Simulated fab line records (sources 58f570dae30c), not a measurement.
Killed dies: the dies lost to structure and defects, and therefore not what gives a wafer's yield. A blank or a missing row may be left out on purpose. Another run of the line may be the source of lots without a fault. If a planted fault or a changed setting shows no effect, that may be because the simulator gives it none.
What tool caused it?    flow berkeley_cmos170    Sampling: 13 lots, 39 wafers, 5 of 331 route steps

== WHAT EACH GAUGE READ, for each wafer ==
UCB170_V2_CD_MEAS_90: the cd target is 700 nm. Usual: cd_nm at 700.0 nm, with a standard deviation of 1.8.
lot   measured      on         cd_nm (nm)         flag
L763  day 9 00:22   cd_sem-02  699.1 703.2 702.8  
L764  day 9 08:24   cd_sem-02  702.8 700.0 702.2  
L767  day 9 12:37   cd_sem-01  701.2 698.3 700.1  
L765  day 9 13:20   cd_sem-02  699.7 697.8 697.8  
L766  day 9 15:58   cd_sem-02  699.9 700.5 699.2  
L772  day 10 13:18  cd_sem-02  695.3 699.8 698.9  
L773  day 10 22:59  cd_sem-02  700.5 698.1 698.0  
L776  day 11 14:34  cd_sem-01  699.5 697.3 699.7  
L781  day 12 15:38  cd_sem-02  702.6 699.5 701.6  
L783  day 12 19:39  cd_sem-02  703.6 699.9 700.7  
L784  day 13 11:06  cd_sem-02  700.8 698.3 698.4  
L785  day 13 11:54  cd_sem-02  701.1 699.5 702.1  
L786  day 14 05:35  cd_sem-02  699.7 698.9 700.2  

UCB170_M3_RS_MEAS_02: measures by four-point-probe. Usual: for M3_AL_RS the level is 0.0322 ohm/sq and the standard deviation is 0.0004.
lot   measured      on             M3_AL_RS (ohm/sq)     flag
L763  day 9 00:38   film_metro-04  0.0326 0.0327 0.0325  
L764  day 9 08:40   film_metro-02  0.0326 0.0321 0.0321  
L767  day 9 12:53   film_metro-04  0.0324 0.0326 0.0315  
L765  day 9 13:37   film_metro-02  0.0324 0.0319 0.0327  
L766  day 9 16:14   film_metro-02  0.0326 0.0324 0.0319  
L772  day 10 13:34  film_metro-02  0.0318 0.0328 0.0316  
L773  day 10 23:16  film_metro-04  0.0325 0.0325 0.0315  
L776  day 11 14:50  film_metro-02  0.0324 0.0325 0.0344  
L781  day 12 15:54  film_metro-04  0.0327 0.0319 0.0319  
L783  day 12 19:55  film_metro-02  0.0318 0.0322 0.0319  
L784  day 13 11:22  film_metro-03  0.0325 0.0319 0.0321  
L785  day 13 12:10  film_metro-04  0.0325 0.0320 0.0319  
L786  day 14 05:52  film_metro-04  0.0323 0.0318 0.0321  

UCB170_M3_THK_MEAS_03: measures by xrf. Usual: for M3_AL_THK the level is 888 nm and the standard deviation is 11.
lot   measured      on             M3_AL_THK (nm)  flag
L763  day 9 00:45   film_metro-04  874 872 883     
L764  day 9 08:47   film_metro-02  880 893 895     
L767  day 9 12:59   film_metro-04  881 875 908     
L765  day 9 13:44   film_metro-02  891 898 879     
L766  day 9 16:21   film_metro-02  884 889 905     
L772  day 10 13:41  film_metro-02  902 868 906     
L773  day 10 23:23  film_metro-04  879 877 898     
L776  day 11 14:56  film_metro-02  879 875 835     
L781  day 12 16:01  film_metro-04  879 903 898     
L783  day 12 20:02  film_metro-02  899 889 905     
L784  day 13 11:29  film_metro-03  882 902 893     
L785  day 13 12:17  film_metro-04  880 893 892     
L786  day 14 05:59  film_metro-04  883 900 884     

== TOOL THAT RAN EACH LOT (tool first, then ch and the chambers of the sampled wafers, then the start) ==
lot   UCB170_V2_STRIP_15                    UCB170_M3_SPUTTER_01
L763  plasma_asher-03 ch 0,1, day 9 00:15   pvd_sputter-04, day 9 00:32
L764  plasma_asher-01 ch 0,1, day 9 08:17   pvd_sputter-01, day 9 08:34
L767  plasma_asher-03 ch 0,1, day 9 12:31   pvd_sputter-02, day 9 12:46
L765  plasma_asher-01 ch 0,1, day 9 13:14   pvd_sputter-01, day 9 13:32
L766  plasma_asher-04 ch 0,1, day 9 15:51   pvd_sputter-02, day 9 16:08
L772  plasma_asher-04 ch 0, day 10 13:11    pvd_sputter-02, day 10 13:28
L773  plasma_asher-04 ch 0,1, day 10 22:53  pvd_sputter-01, day 10 23:10
L776  plasma_asher-04 ch 0,1, day 11 14:24  pvd_sputter-02, day 11 14:44
L781  plasma_asher-04 ch 0,1, day 12 15:32  pvd_sputter-01, day 12 15:49
L783  plasma_asher-03 ch 0,1, day 12 19:32  pvd_sputter-01, day 12 19:49
L784  plasma_asher-01 ch 0,1, day 13 11:00  pvd_sputter-04, day 13 11:17
L785  plasma_asher-01 ch 0,1, day 13 11:48  pvd_sputter-01, day 13 12:05
L786  plasma_asher-01 ch 0,1, day 14 05:29  pvd_sputter-04, day 14 05:47
- UCB170_V2_STRIP_15: strips in O2.
- UCB170_M3_SPUTTER_01: material Al, target thk 900 nm, time 120 s.

== WHAT THE TOOLS THEMSELVES READ (means of the sampled wafers that have a number; where no wafer has one, the mark that the record gives instead) ==
UCB170_V2_STRIP_15. Usual: chamber_pressure_mTorr 3499.7 mTorr, standard deviation 2.9; drypump_motor_current_A 5.4 A, standard deviation 0.35; oes_product_au 0.722 a.u., standard deviation 0.004; strip_time_to_endpoint_s 15.27 s, standard deviation 0.13.
lot   tool             chamber_pressure_mTorr (mTorr)  drypump_motor_current_A (A)  oes_product_au (a.u.)  strip_time_to_endpoint_s (s)  flag
L763  plasma_asher-03  3497.3                          6.0                          0.718                  15.37                         
L764  plasma_asher-01  3502.5                          5.3                          0.720                  15.20                         
L767  plasma_asher-03  3497.6                          5.9                          0.721                  15.27                         
L765  plasma_asher-01  3501.1                          5.3                          0.722                  15.22                         
L766  plasma_asher-04  3500.4                          5.2                          0.722                  15.40                         
L772  plasma_asher-04  3499.0                          5.1                          0.724                  15.37                         
L773  plasma_asher-04  3500.5                          5.1                          0.722                  15.24                         
L776  plasma_asher-04  3500.0                          5.2                          0.724                  15.23                         
L781  plasma_asher-04  3499.3                          5.2                          0.719                  15.32                         
L783  plasma_asher-03  3501.9                          6.0                          0.720                  15.25                         
L784  plasma_asher-01  3498.4                          5.4                          0.724                  15.23                         
L785  plasma_asher-01  3498.2                          5.3                          0.722                  15.24                         
L786  plasma_asher-01  3499.6                          5.3                          0.721                  15.29                         

UCB170_M3_SPUTTER_01. Usual: throttle_valve_pct at 30.6 %, with a standard deviation of 1.
lot   tool            throttle_valve_pct (%)  flag
L763  pvd_sputter-04  30.9                    
L764  pvd_sputter-01  30.8                    
L767  pvd_sputter-02  29.9                    
L765  pvd_sputter-01  30.7                    
L766  pvd_sputter-02  30.3                    
L772  pvd_sputter-02  30.6                    
L773  pvd_sputter-01  30.2                    
L776  pvd_sputter-02  30.1                    
L781  pvd_sputter-01  30.2                    
L783  pvd_sputter-01  30.1                    
L784  pvd_sputter-04  31.0                    
L785  pvd_sputter-01  30.5                    
L786  pvd_sputter-04  31.7                    

== THE ANSWER, worked out from the rows above alone ==
Rule: a lot counts as off when the mean over its wafers that have a number is more than 3 standard deviations away from the usual mean. Also off: a lot with no number at a reading for which 4 or more lots have one. Any other lot the step has rows for is counted as sound. After the gauges, taken in route order, come the tools' own readings; for these a lot's mean is taken, as printed above. The first step at which some lot is off is used, and at that step the reading that is off furthest; a lot without a number counts as furthest.
None of the lots is off at any reading shown; this tells nothing.

== WHAT WAS PUT IN BY THE SIMULATOR ==
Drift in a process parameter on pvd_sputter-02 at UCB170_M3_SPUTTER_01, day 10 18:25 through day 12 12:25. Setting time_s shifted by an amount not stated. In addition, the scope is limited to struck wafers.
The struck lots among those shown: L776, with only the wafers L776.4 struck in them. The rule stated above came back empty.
